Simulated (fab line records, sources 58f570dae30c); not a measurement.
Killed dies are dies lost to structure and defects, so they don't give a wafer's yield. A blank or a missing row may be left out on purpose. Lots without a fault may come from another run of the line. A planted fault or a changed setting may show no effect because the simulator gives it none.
Which tool did it? | flow berkeley_cmos170 | 15 lots, 45 wafers sampled, at 6 steps of a route of 331

WHAT THE GAUGES READ, wafer by wafer
UCB170_NWELL_THK_MEAS_05. Usual: NWELL_NITRIDE_THK 223.2 nm, standard deviation 2.
lot  | measured    | on            | NWELL_NITRIDE_THK (nm) | flag
L940 | day 2 09:36 | film_metro-03 | 222.3 222.6 224.6      |
L941 | day 2 22:03 | film_metro-03 | 226.1 225.2 225.1      |
L942 | day 3 00:08 | film_metro-03 | 444.6 446.2 445.7      | OFF
L943 | day 3 00:10 | film_metro-03 | 449.0 448.1 449.6      | OFF
L946 | day 3 17:11 | film_metro-02 | 221.6 220.5 220.0      |
L947 | day 4 03:50 | film_metro-02 | 225.3 221.5 223.4      |
L951 | day 4 23:00 | film_metro-02 | 444.7 447.1 446.8      | OFF
L953 | day 5 09:30 | film_metro-02 | 222.9 223.0 221.2      |
L956 | day 5 16:59 | film_metro-03 | 223.3 222.8 224.2      |
L957 | day 6 02:32 | film_metro-03 | 222.7 222.3 222.9      |
L958 | day 6 10:04 | film_metro-03 | 221.2 221.8 219.3      |
L959 | day 6 10:05 | film_metro-01 | 222.1 223.2 221.7      |
L960 | day 6 10:07 | film_metro-02 | 221.4 220.7 221.4      |
L962 | day 6 20:41 | film_metro-02 | 223.7 222.5 221.2      |
L963 | day 7 06:32 | film_metro-03 | 223.9 224.3 223.9      |

UCB170_PVT_TW_MEAS_09. Usual: PVT_TW 510, standard deviation 3.2.
lot  | measured     | on            | PVT_TW      | flag
L940 | day 6 16:28  | film_metro-03 | 510 509 511 |
L941 | day 6 21:13  | film_metro-03 | 511 513 510 |
L946 | day 8 01:32  | film_metro-03 | 509 511 509 |
L947 | day 8 02:02  | film_metro-03 | 508 510 511 |
L953 | day 9 02:35  | film_metro-04 | 510 510 510 |
L956 | day 9 16:50  | film_metro-04 | 510 509 510 |
L957 | day 10 15:25 | film_metro-04 | 508 507 509 |
L958 | day 11 01:24 | film_metro-03 | 514 510 514 |
L959 | day 11 01:19 | film_metro-02 | 503 503 503 |
L960 | day 11 01:08 | film_metro-03 | 512 514 512 |
L962 | day 11 00:51 | film_metro-03 | 509 513 514 |
L963 | day 11 13:31 | film_metro-03 | 512 513 510 |

UCB170_FIELD_THK_MEAS_91. Usual: FIELD_OXIDE_LEFT_2_THK 349 nm, standard deviation 9.9.
lot  | measured     | on            | FIELD_OXIDE_LEFT_2_THK (nm) | flag
L940 | day 6 16:49  | film_metro-02 | 346 345 337                 |
L941 | day 6 21:26  | film_metro-03 | 363 358 354                 |
L946 | day 8 01:39  | film_metro-02 | 342 334 338                 |
L947 | day 8 02:10  | film_metro-02 | 355 359 357                 |
L953 | day 9 02:43  | film_metro-04 | 363 351 349                 |
L956 | day 9 16:59  | film_metro-03 | 351 350 344                 |
L957 | day 10 15:32 | film_metro-03 | 337 335 326                 |
L958 | day 11 01:32 | film_metro-02 | 350 363 352                 |
L959 | day 11 01:27 | film_metro-04 | 357 353 362                 |
L960 | day 11 01:16 | film_metro-04 | 348 348 347                 |
L962 | day 11 00:59 | film_metro-04 | 341 351 342                 |
L963 | day 11 13:40 | film_metro-02 | 353 343 349                 |

WHICH TOOL RAN EACH LOT (tool, then ch and the chambers of the sampled wafers, then the start)
lot  | UCB170_NWELL_CVD_04                                       | UCB170_NWELL_ETCH_13              | UCB170_PVT_STRIP_08
L940 | lpcvd-02 ch 1, day 2 07:39                                | rie_diel-04 ch 2,3, day 2 11:08   | plasma_asher-03 ch 0,1, day 6 16:19
L941 | lpcvd-01 ch 1, day 2 20:07                                | rie_diel-04 ch 0,1,3, day 2 22:59 | plasma_asher-04 ch 0,1, day 6 21:06
L942 | lpcvd-01 ch 0, day 2 20:07                                | rie_diel-03 ch 1,2,3, day 3 01:19 | -
L943 | lpcvd-01 ch 1, day 2 20:07                                | rie_diel-02 ch 1,2,3, day 3 01:19 | -
L946 | lpcvd-02 ch 1, day 3 15:14                                | rie_diel-03 ch 1,2,3, day 3 18:29 | plasma_asher-03 ch 0,1, day 8 01:26
L947 | lpcvd-02 ch 0, day 4 01:54                                | rie_diel-04 ch 0,1,3, day 4 04:59 | plasma_asher-03 ch 0,1, day 8 01:56
L951 | lpcvd-01 ch 0, day 4 17:47 and lpcvd-02 ch 0, day 4 21:04 | rie_diel-02 ch 0,3, day 5 00:08   | -
L953 | lpcvd-02 ch 0, day 5 07:34                                | rie_diel-04 ch 0,1,2, day 5 10:28 | plasma_asher-03 ch 0,1, day 9 02:28
L956 | lpcvd-02 ch 0, day 5 15:02                                | rie_diel-02 ch 0,2,3, day 5 19:10 | plasma_asher-03 ch 0,1, day 9 16:44
L957 | lpcvd-02 ch 0, day 6 00:35                                | rie_diel-04 ch 1,2,3, day 6 03:28 | plasma_asher-03 ch 0,1, day 10 15:19
L958 | lpcvd-02 ch 1, day 6 08:08                                | rie_diel-04 ch 1,2,3, day 6 13:43 | plasma_asher-03 ch 0,1, day 11 01:18
L959 | lpcvd-02 ch 1, day 6 08:08                                | rie_diel-03 ch 0,1,3, day 6 13:32 | plasma_asher-02 ch 0,1, day 11 01:13
L960 | lpcvd-02 ch 0, day 6 08:08                                | rie_diel-02 ch 0,1, day 6 13:48   | plasma_asher-02 ch 0,1, day 11 01:02
L962 | lpcvd-02 ch 1, day 6 18:46                                | rie_diel-03 ch 1,2,3, day 6 23:02 | plasma_asher-04 ch 0,1, day 11 00:45
L963 | lpcvd-02 ch 1, day 7 04:35                                | rie_diel-04 ch 1,2, day 7 08:33   | plasma_asher-04 ch 0,1, day 11 13:25
- UCB170_NWELL_CVD_04: deposits Si3N4 from SiH2Cl2/NH3, target thk 224 nm, time 3360 s.
- UCB170_NWELL_ETCH_13: etches Si3N4 in CH3F/Ar/O2, stops on SiO2, target depth 246.4 nm, time 151.2 s.
- UCB170_PVT_STRIP_08: strips in O2.

WHAT THE TOOLS THEMSELVES READ (means of the sampled wafers that have a number; where no wafer has one, the mark that the record gives instead)
UCB170_NWELL_CVD_04. Usual: nh3_flow_sccm 74.98 sccm, standard deviation 0.24.
lot  | tool              | nh3_flow_sccm (sccm) | flag
L940 | lpcvd-02          | 74.75                |
L941 | lpcvd-01          | 74.86                |
L942 | lpcvd-01          | 75.07                |
L943 | lpcvd-01          | 75.01                |
L946 | lpcvd-02          | 74.44                |
L947 | lpcvd-02          | 74.96                |
L951 | lpcvd-01/lpcvd-02 | 74.97                |
L953 | lpcvd-02          | 75.29                |
L956 | lpcvd-02          | 75.20                |
L957 | lpcvd-02          | 75.20                |
L958 | lpcvd-02          | 75.10                |
L959 | lpcvd-02          | 74.85                |
L960 | lpcvd-02          | 75.22                |
L962 | lpcvd-02          | 75.15                |
L963 | lpcvd-02          | 75.14                |

UCB170_NWELL_ETCH_13. Usual: drypump_motor_current_A 5.6 A, standard deviation 0.44; oes_product_au 0.954 a.u., standard deviation 0.016; throttle_valve_pct 8.01 %, standard deviation 0.096.
lot  | tool        | drypump_motor_current_A (A) | oes_product_au (a.u.) | throttle_valve_pct (%) | flag
L940 | rie_diel-04 | 5.5                         | 0.952                 | 8.03                   |
L941 | rie_diel-04 | 5.7                         | 0.962                 | 8.04                   |
L942 | rie_diel-03 | 5.4                         | 0.996                 | 8.00                   |
L943 | rie_diel-02 | 5.2                         | 1.002                 | 7.97                   | OFF
L946 | rie_diel-03 | 5.4                         | 0.941                 | 8.00                   |
L947 | rie_diel-04 | 5.7                         | 0.956                 | 8.04                   |
L951 | rie_diel-02 | 5.6                         | 0.983                 | 8.16                   |
L953 | rie_diel-04 | 6.2                         | 0.959                 | 8.02                   |
L956 | rie_diel-02 | 5.3                         | 0.956                 | 8.07                   |
L957 | rie_diel-04 | 5.9                         | 0.961                 | 8.04                   |
L958 | rie_diel-04 | 5.8                         | 0.949                 | 8.04                   |
L959 | rie_diel-03 | 5.4                         | 0.944                 | 7.98                   |
L960 | rie_diel-02 | 5.6                         | 0.940                 | 8.04                   |
L962 | rie_diel-03 | 5.4                         | 0.946                 | 8.00                   |
L963 | rie_diel-04 | 6.3                         | 0.959                 | 8.00                   |

UCB170_PVT_STRIP_08. Usual: drypump_motor_current_A 5.6 A, standard deviation 0.49; oes_product_au 0.734 a.u., standard deviation 0.0044; strip_time_to_endpoint_s 21.60 s, standard deviation 0.062.
lot  | tool            | drypump_motor_current_A (A) | oes_product_au (a.u.) | strip_time_to_endpoint_s (s) | flag
L940 | plasma_asher-03 | 6.0                         | 0.727                 | 21.70                        |
L941 | plasma_asher-04 | 5.9                         | 0.738                 | 21.51                        |
L946 | plasma_asher-03 | 5.6                         | 0.731                 | 21.70                        |
L947 | plasma_asher-03 | 6.0                         | 0.735                 | 21.66                        |
L953 | plasma_asher-03 | 5.6                         | 0.733                 | 21.48                        |
L956 | plasma_asher-03 | 5.6                         | 0.735                 | 21.62                        |
L957 | plasma_asher-03 | 6.0                         | 0.735                 | 21.59                        |
L958 | plasma_asher-03 | 5.6                         | 0.734                 | 21.53                        |
L959 | plasma_asher-02 | 5.3                         | 0.730                 | 21.59                        |
L960 | plasma_asher-02 | 5.3                         | 0.735                 | 21.55                        |
L962 | plasma_asher-04 | 5.9                         | 0.735                 | 21.58                        |
L963 | plasma_asher-04 | 6.1                         | 0.736                 | 21.61                        |

THE ANSWER, worked out from the rows above alone
Rule: a lot is off if the mean of its wafers that have a number lies more than 3 standard deviations from the usual mean. A lot without any number at a reading at which 4 lots or more have one is off too. The other lots that the step has rows for count as sound. The gauges are gone through in route order, then the tools' own readings, and for those a lot's mean is taken as printed above. The first step at which some lot is off is used, and at that step the reading that is off furthest; a lot without a number counts as furthest.
Off: L942, L943, L951, at UCB170_NWELL_THK_MEAS_05 (NWELL_NITRIDE_THK).
A tool fits if, at a process step before that reading, it ran every lot that is off, and no sound lot after the first of them. The gauges at UCB170_NWELL_THK_MEAS_05 are tried like those tools. One fits: lpcvd-01 at UCB170_NWELL_CVD_04. Its last sound lot is L941 (day 2 20:07), its first lot that is off L942 (day 2 20:07): a fault that began between those two fits.

WHAT THE SIMULATOR HAD PUT IN
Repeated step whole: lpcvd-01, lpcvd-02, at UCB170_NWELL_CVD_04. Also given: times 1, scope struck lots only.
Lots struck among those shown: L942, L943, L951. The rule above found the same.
